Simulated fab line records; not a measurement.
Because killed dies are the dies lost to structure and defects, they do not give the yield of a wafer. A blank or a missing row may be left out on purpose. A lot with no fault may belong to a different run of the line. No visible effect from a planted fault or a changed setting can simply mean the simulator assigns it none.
Which tool was responsible? | flow berkeley-cmos170 | 14 lots, 42 wafers sampled, at 4 steps of a route of 331

## WHAT THE GAUGES READ, wafer by wafer
UCB170_CONTACT_OVL_MEAS_16. Usual: CONTACT_OVL gives -1 nm (standard deviation 7.6).
lot  | measured     | on         | CONTACT_OVL (nm) | flag
L476 | day 6 17:04  | overlay-02 | -1 -2 8          |
L477 | day 6 16:42  | overlay-01 | -3 -17 -10       |
L480 | day 7 08:45  | overlay-02 | -2 -4 0          |
L478 | day 7 09:27  | overlay-01 | -8 -13 -12       |
L479 | day 7 09:14  | overlay-02 | 4 15 4           |
L481 | day 8 01:47  | overlay-01 | 6 2 -5           |
L482 | day 8 08:10  | overlay-01 | -8 -16 -7        |
L485 | day 9 03:41  | overlay-01 | -3 -5 -4         |
L490 | day 9 20:08  | overlay-01 | -4 -7 -8         |
L489 | day 9 22:27  | overlay-02 | 10 18 18         |
L496 | day 11 10:46 | overlay-02 | 2 1 2            |
L499 | day 11 15:01 | overlay-02 | 1 -1 10          |
L497 | day 11 14:40 | overlay-02 | 11 6 14          |
L498 | day 11 16:57 | overlay-02 | 1 2 1            |

UCB170_V2_BOW_MEAS_03. Usual: V2_BOW gives 37 um (standard deviation 7.1).
lot  | measured     | on            | V2_BOW (um) | flag
L476 | day 7 09:38  | film-metro-01 | 28 33 33    |
L477 | day 7 09:19  | film-metro-04 | 30 44 37    |
L480 | day 7 23:19  | film-metro-04 | 47 42 35    |
L478 | day 7 23:40  | film-metro-04 | 34 29 34    |
L479 | day 7 23:58  | film-metro-02 | 47 44 41    |
L481 | day 8 18:01  | film-metro-04 | 45 29 36    |
L482 | day 8 18:19  | film-metro-01 | 29 30 38    |
L485 | day 9 17:10  | film-metro-04 | 42 32 37    |
L490 | day 10 09:34 | film-metro-01 | 36 35 38    |
L489 | day 10 12:29 | film-metro-04 | 41 49 48    |
L496 | day 11 22:47 | film-metro-04 | 37 35 37    |
L499 | day 12 06:22 | film-metro-01 | 46 42 37    |
L497 | day 12 06:05 | film-metro-01 | 43 34 32    |
L498 | day 12 06:31 | film-metro-02 | 36 45 43    |

## WHAT TOOL EACH LOT RAN ON (gives the tool, then ch and the chambers of the sampled wafers, and finally the start)
lot  | UCB170_NLDD_DEVELOP_05            | UCB170_M2_PEB_13
L476 | litho-track-01 ch 0, day 5 21:00  | litho-track-04 ch 0, day 7 08:15
L477 | litho-track-01 ch 0, day 5 22:00  | litho-track-02 ch 0, day 7 07:55
L480 | litho-track-02 ch 0, day 6 16:00  | litho-track-02 ch 0, day 7 21:49
L478 | litho-track-01 ch 0, day 6 16:00  | litho-track-02 ch 0, day 7 22:04
L479 | litho-track-03 ch 0, day 6 16:00  | litho-track-04 ch 0, day 7 22:16
L481 | litho-track-01 ch 0, day 7 07:00  | litho-track-01 ch 0, day 8 16:37
L482 | litho-track-03 ch 0, day 7 15:00  | litho-track-01 ch 0, day 8 16:53
L485 | litho-track-01 ch 0, day 8 05:00  | litho-track-04 ch 0, day 9 15:28
L490 | litho-track-01, day 9 02:00       | litho-track-02 ch 0, day 10 08:10
L489 | litho-track-01, day 9 03:00       | litho-track-02 ch 0, day 10 11:00
L496 | litho-track-01 ch 0, day 10 17:00 | litho-track-01 ch 0, day 11 21:23
L499 | litho-track-03 ch 0, day 11 01:00 | litho-track-04 ch 0, day 12 04:56
L497 | litho-track-03 ch 0, day 11 02:00 | litho-track-04 ch 0, day 12 04:41
L498 | litho-track-02 ch 0, day 11 02:00 | litho-track-01 ch 0, day 12 05:07
- UCB170_NLDD_DEVELOP_05: develop time 45 s.
- UCB170_M2_PEB_13

## WHAT THE TOOLS THEMSELVES READ (means of the sampled wafers that have a number; where no wafer has one, the mark that the record gives instead)
UCB170_NLDD_DEVELOP_05. Usual: chill-plate-temp-C 22.99 C, standard deviation 0.097.
lot  | tool           | chill-plate-temp-C (C) | flag
L476 | litho-track-01 | 22.87                  |
L477 | litho-track-01 | 22.99                  |
L480 | litho-track-02 | 22.91                  |
L478 | litho-track-01 | 22.87                  |
L479 | litho-track-03 | 23.04                  |
L481 | litho-track-01 | 23.05                  |
L482 | litho-track-03 | 23.06                  |
L485 | litho-track-01 | 23.09                  |
L490 | litho-track-01 | -                      | OFF
L489 | litho-track-01 | -                      | OFF
L496 | litho-track-01 | 22.97                  |
L499 | litho-track-03 | 22.95                  |
L497 | litho-track-03 | 23.00                  |
L498 | litho-track-02 | 22.82                  |

UCB170_M2_PEB_13. Usual: plate-sensor-t-centre-C 131.41 C, standard deviation 0.01; plate-sensor-t-edge-C 131.53 C, standard deviation 0.0097.
lot  | tool           | plate-sensor-t-centre-C (C) | plate-sensor-t-edge-C (C) | flag
L476 | litho-track-04 | 131.40                      | 131.54                    |
L477 | litho-track-02 | 131.42                      | 131.53                    |
L480 | litho-track-02 | 131.41                      | 131.53                    |
L478 | litho-track-02 | 131.41                      | 131.53                    |
L479 | litho-track-04 | 131.40                      | 131.53                    |
L481 | litho-track-01 | 131.40                      | 131.54                    |
L482 | litho-track-01 | 131.41                      | 131.53                    |
L485 | litho-track-04 | 131.41                      | 131.53                    |
L490 | litho-track-02 | 131.42                      | 131.53                    |
L489 | litho-track-02 | 131.41                      | 131.52                    |
L496 | litho-track-01 | 131.41                      | 131.53                    |
L499 | litho-track-04 | 131.41                      | 131.53                    |
L497 | litho-track-04 | 131.41                      | 131.53                    |
L498 | litho-track-01 | 131.41                      | 131.52                    |

## THE ANSWER, worked out from the rows above alone
Rule: take the mean of a lot's wafers that have a number; if it is more than 3 standard deviations from the usual mean, the lot is off. Also off: a lot with no number at a reading for which 4 or more lots have one. All remaining lots with rows at the step are treated as sound. First the gauges in route order, then the tools' own readings, where a lot's mean is used as printed above. The first step at which some lot is off is used, and at that step the reading that is off furthest; a lot without a number counts as furthest.
Off: L490, L489, at UCB170_NLDD_DEVELOP_05 (chill-plate-temp-C). Without a number there: L490, L489.
A tool fits if, at that step or a process step before it, it ran every lot that is off, and no sound lot after the first of them. Not one of the candidates tried fits.

## WHAT THE SIMULATOR HAD INSERTED
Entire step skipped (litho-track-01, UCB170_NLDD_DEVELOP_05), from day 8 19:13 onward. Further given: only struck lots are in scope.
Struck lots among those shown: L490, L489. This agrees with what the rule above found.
